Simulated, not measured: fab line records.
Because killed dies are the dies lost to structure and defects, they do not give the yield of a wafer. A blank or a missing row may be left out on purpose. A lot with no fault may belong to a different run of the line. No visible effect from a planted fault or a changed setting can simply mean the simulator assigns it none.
Struck lot and sound lot, side by side    flow ritCmos    39 steps out of a route of 202
Sound: these wafers, L288.2, L288.5, L288.6. Wafers struck: L296.2, L296.3, L296.4. The cause is named last.
Per side, at each step with rows, come the tool, then ch with its chambers, and then its first start. Under that, the readings that differ: sound wafers    struck wafers    difference of the means    sigmas: that difference in standard deviations of wafers without a fault.
alike: words and numbers the same on both sides, and readings whose means are apart by under 2 such deviations; not compared: readings that were withheld, readings missing a value for some wafer, numbers with overlapping values and no deviation given by the record, and bounds like >300 which may hide the same value.
A row with sigmas, a row that says differs or no value, or rows on one side alone: a step with any of these is where the two part. Numbers that have no deviation but don't overlap get no sigmas and don't part them. Lack of a reading on every wafer of one side parts them only where that side has two or more wafers.

first, 3 steps without rows for these wafers: RIT_GATE_EXPOSE_13 (exposes mask M6, target cd 150 nm); RIT_GATE_PEB_14; RIT_GATE_DEVELOP_15 (develop time 50 s).
RIT_GATE_CD_MEAS_16: target cd 150 nm.
  sound on cdSem-01, day 4 10:05; struck on cdSem-01, day 5 18:30
  alike: cdNm
RIT_GATE_OVL_MEAS_17:
  sound on overlay-01, day 4 10:12; struck on overlay-01, day 5 18:36
  alike: GATE_OVL
then, 1 step without rows for these wafers: RIT_GATE_HARDBAKE_18 (time 60 s).
RIT_GATE_ETCH_19: etches poly-Si in SF6/CHF3/O2, stops on SiO2, time 165 s, target depth 312.5 nm.
  sound on rieSi-02 ch 1,2, day 4 10:23; struck on rieSi-02 ch 0,1,3, day 5 18:47
  alike: drypumpMotorCurrentA, oesProductAu, throttleValvePct
  not compared: rfHoursCounterH
RIT_GATE_STRIP_20: strips in O2, time 180 s.
  sound on plasmaAsher-03 ch 0,1, day 4 10:29; struck on plasmaAsher-04 ch 0,1, day 5 18:53
  alike: drypumpMotorCurrentA
  not compared: rfHoursCounterH
RIT_GATE_CD_MEAS_90: target cd 150 nm.
  sound on cdSem-01, day 4 10:41; struck on cdSem-01, day 5 19:05
  alike: cdNm
then, 3 steps without rows for these wafers: RIT_REOX_CLEAN_00 (cleans in SC1, time 600 s); RIT_REOX_CLEAN_01 (cleans in dHF, time 30 s); RIT_REOX_CLEAN_02 (cleans in SC2, time 600 s).
RIT_REOX_OXIDATION_03: target thk 25.2 nm, ox time 5580 s.
  sound on furnace-03 ch 0, day 4 12:20; struck on furnace-03 ch 0, day 5 21:20
reading                                     sound              struck             difference  sigmas
spikeTcCentreC (C)                          905.2 903.5 905.7  915.1 915.8 915.0  +10.5       +4
spikeTcLoadC (C)                            928.7 927.9 929.4  937.0 937.8 939.4  +9.4        +6
spikeTcSourceC (C)                          921.3 922.7 921.6  933.8 933.8 934.1  +12.0       +7
model.SiO2_of_REOX_OXIDATION_03.thkNm (nm)  24.89 24.75 24.38  27.67 27.89 27.46  +3.00       
RIT_REOX_THK_MEAS_04:
  sound on filmMetro-02, day 4 14:53; struck on filmMetro-02, day 5 23:54
reading              sound           struck          difference  sigmas
REOX_OXIDE_THK (nm)  24.9 24.8 24.4  27.7 27.9 27.5  +3.0        +5
then, 6 steps without rows for these wafers: RIT_NLDD_HMDS_00 (prime time 60 s); RIT_NLDD_COAT_01 (resist thk 1000 nm); RIT_NLDD_SOFTBAKE_02 (time 60 s); RIT_NLDD_EXPOSE_03 (exposes mask M7, target cd 40700 nm); RIT_NLDD_PEB_04; RIT_NLDD_DEVELOP_05 (develop time 50 s).
RIT_NLDD_OVL_MEAS_06:
  sound on overlay-01, day 4 15:55; struck on overlay-02, day 6 01:05
  alike: NLDD_OVL
then, 2 steps without rows for these wafers: RIT_NLDD_HARDBAKE_07 (time 60 s); RIT_NLDD_IMPLANT_08.
RIT_NLDD_STRIP_09: strips in O2, time 180 s.
  sound on plasmaAsher-02 ch 0,1, day 4 16:20; struck on plasmaAsher-02 ch 0,1, day 6 01:28
  alike: drypumpMotorCurrentA
  not compared: rfHoursCounterH
RIT_NLDD_TW_MEAS_10:
  sound on filmMetro-03, day 4 16:31; struck on filmMetro-03, day 6 01:39
  alike: NLDD_TW
then, 6 steps without rows for these wafers: RIT_PLDD_HMDS_00 (prime time 60 s); RIT_PLDD_COAT_01 (resist thk 1000 nm); RIT_PLDD_SOFTBAKE_02 (time 60 s); RIT_PLDD_EXPOSE_03 (exposes mask M8, target cd 40900 nm); RIT_PLDD_PEB_04; RIT_PLDD_DEVELOP_05 (develop time 50 s).
RIT_PLDD_OVL_MEAS_06:
  sound on overlay-01, day 4 17:26; struck on overlay-01, day 6 02:33
  alike: PLDD_OVL
then, 2 steps without rows for these wafers: RIT_PLDD_HARDBAKE_07 (time 60 s); RIT_PLDD_IMPLANT_08.
RIT_PLDD_STRIP_09: strips in O2, time 180 s.
  sound on plasmaAsher-02 ch 0,1, day 4 17:46; struck on plasmaAsher-02 ch 0,1, day 6 02:53
  alike: drypumpMotorCurrentA
  not compared: rfHoursCounterH
RIT_PLDD_TW_MEAS_10:
  sound on filmMetro-04, day 4 17:56; struck on filmMetro-03, day 6 03:04
  alike: PLDD_TW
RIT_SPACER_CLEAN_00: cleans in SC1, time 600 s.
  sound on wetBench-03 ch 1, day 4 17:59; struck on wetBench-02 ch 2, day 6 03:07
reading                                     sound              struck             difference  sigmas
bathGuardTempC (C)                          75.3 75.4 75.7     74.5 74.7 74.8     -0.8        -2
model.SiO2_of_REOX_OXIDATION_03.thkNm (nm)  22.96 22.83 22.48  25.57 25.75 25.37  +2.81       
then, 1 step without rows for these wafers: RIT_SPACER_CLEAN_01 (cleans in dHF, time 30 s).
RIT_M1_PROBE_99:
  sound on prober-02, day 5 09:35; struck on prober-01, day 6 16:29
  alike: killedAtContacts, killedAtFrontEnd, killedDies, killedOpen, killedShort

## WHERE THEY PART
Last at RIT_SPACER_CLEAN_00 as far as this record goes, first at RIT_REOX_OXIDATION_03. Later steps at which nothing parts them and some readings are alike: RIT_M1_PROBE_99.

WHY: what the simulator had put in
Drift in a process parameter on furnace-03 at RIT_REOX_OXIDATION_03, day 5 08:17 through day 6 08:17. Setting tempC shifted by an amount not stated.
